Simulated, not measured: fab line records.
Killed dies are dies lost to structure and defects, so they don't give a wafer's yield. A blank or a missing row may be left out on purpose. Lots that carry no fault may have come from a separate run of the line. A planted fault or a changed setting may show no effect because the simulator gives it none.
What tool caused it?    flow rit-cmos    14 lots, 42 wafers sampled, at 3 steps of a route of 202

## WHAT THE GAUGES SHOWED, per wafer
RIT_NSD_TW_MEAS_10.
lot   measured     on             NSD_TW
L298  day 3 05:58  film-metro-02  3090 3088 3100
L299  day 3 09:55  film-metro-03  3100 3105 3105
L300  day 3 14:08  film-metro-02  3109 3093 3095
L301  day 3 20:49  film-metro-04  3113 3118 3112
L302  day 4 05:16  film-metro-03  3121 3118 3114
L303  day 4 08:56  film-metro-04  2875 2877 2868
L304  day 4 12:22  film-metro-04  3111 3113 3100
L305  day 4 20:40  film-metro-02  2895 2886 2889
L313  day 6 15:23  film-metro-03  3108 3099 3092
L314  day 6 17:40  film-metro-02  3128 3125 3125
L317  day 7 08:59  film-metro-04  3116 3095 3088
L318  day 7 11:38  film-metro-03  3121 3110 3121
L319  day 7 17:53  film-metro-02  3116 3098 3120
L320  day 7 23:34  film-metro-02  3115 3118 3106

RIT_SDANNEAL_RS_MEAS_05: a four-point-probe measurement.
lot   measured     on             NSD_RS (ohm/sq)
L298  day 3 08:00  film-metro-02  84.63 84.63 84.92
L299  day 3 12:07  film-metro-02  84.08 84.48 84.18
L300  day 3 16:12  film-metro-04  84.80 84.97 84.89
L301  day 3 22:56  film-metro-02  84.45 84.53 84.78
L302  day 4 07:28  film-metro-03  84.25 84.15 84.02
L303  day 4 11:08  film-metro-02  111.98 112.42 112.40
L304  day 4 14:39  film-metro-03  84.23 84.47 84.31
L305  day 4 22:49  film-metro-03  111.76 111.59 111.58
L313  day 6 17:24  film-metro-03  84.55 84.68 84.46
L314  day 6 19:47  film-metro-03  84.23 84.57 84.69
L317  day 7 11:01  film-metro-04  84.13 84.54 84.66
L318  day 7 13:45  film-metro-04  84.54 84.24 84.46
L319  day 7 20:14  film-metro-02  84.58 84.49 84.60
L320  day 8 01:58  film-metro-03  84.80 84.81 84.58

## WHAT TOOL EACH LOT RAN ON (gives the tool, then ch and the chambers of the sampled wafers, and finally the start)
lot   RIT_NSD_IMPLANT_08
L298  implanter-03 ch 0, day 3 05:40
L299  implanter-04 ch 0, day 3 09:36
L300  implanter-03 ch 0, day 3 13:49
L301  implanter-04 ch 0, day 3 20:30
L302  implanter-03 ch 0, day 4 04:56
L303  implanter-03 ch 0, day 4 08:38
L304  implanter-02 ch 0, day 4 12:03
L305  implanter-03 ch 0, day 4 20:20
L313  implanter-04 ch 0, day 6 15:03
L314  implanter-04 ch 0, day 6 17:21
L317  implanter-03 ch 0, day 7 08:40
L318  implanter-04 ch 0, day 7 11:19
L319  implanter-04 ch 0, day 7 17:34
L320  implanter-03 ch 0, day 7 23:14
- RIT_NSD_IMPLANT_08

## AS READ BY THE TOOLS THEMSELVES (means over the sampled wafers that have a number; for cases with no such wafer, the mark the record gives instead)
RIT_NSD_IMPLANT_08.
lot   tool          dose-ions-cm2  faraday-current-uA
L298  implanter-03  1.001e+15      3108
L299  implanter-04  9.995e+14      3136
L300  implanter-03  9.987e+14      3096
L301  implanter-04  9.996e+14      3152
L302  implanter-03  9.986e+14      3138
L303  implanter-03  6.992e+14      2174
L304  implanter-02  1.001e+15      3110
L305  implanter-03  7.006e+14      2201
L313  implanter-04  9.993e+14      3135
L314  implanter-04  9.988e+14      3139
L317  implanter-03  1.000e+15      3116
L318  implanter-04  1.001e+15      3074
L319  implanter-04  9.984e+14      3157
L320  implanter-03  1.000e+15      3109

## THE ANSWER, worked out from the rows above alone
Rule: what is usual is taken from the lots themselves. The widest of any qualifying gaps counts: lots, ordered by their means at a reading, are off when they make up no more than a third of the lots, leave a main group of 4 or more, and stand apart from it by 3 or more times the standard deviation of that group's means. A main group is skipped when, at the precision printed for the reading in the tables above, its means are all equal. Also off: a lot with no number at a reading for which 4 or more lots have one. The other lots that the step has rows for count as sound. The gauges are gone through in route order, then the tools' own readings, and for those a lot's mean is taken as printed above. The first step at which some lot is off is used, and at that step the reading that is off furthest; a lot without a number counts as furthest.
Off: L303, L305, seen at RIT_NSD_TW_MEAS_10 (NSD_TW). For the main group the mean is 3108 and the standard deviation 9.4.
A tool fits if, at a process step before that reading, it ran every lot that is off, and no sound lot after the first of them. Not tried: the gauges at RIT_NSD_TW_MEAS_10; whatever is off there is also off at RIT_NSD_IMPLANT_08, on other tools, and gauge error can't account for it. No candidate that was tried fits.

## WHAT HAD BEEN PUT IN BY THE SIMULATOR
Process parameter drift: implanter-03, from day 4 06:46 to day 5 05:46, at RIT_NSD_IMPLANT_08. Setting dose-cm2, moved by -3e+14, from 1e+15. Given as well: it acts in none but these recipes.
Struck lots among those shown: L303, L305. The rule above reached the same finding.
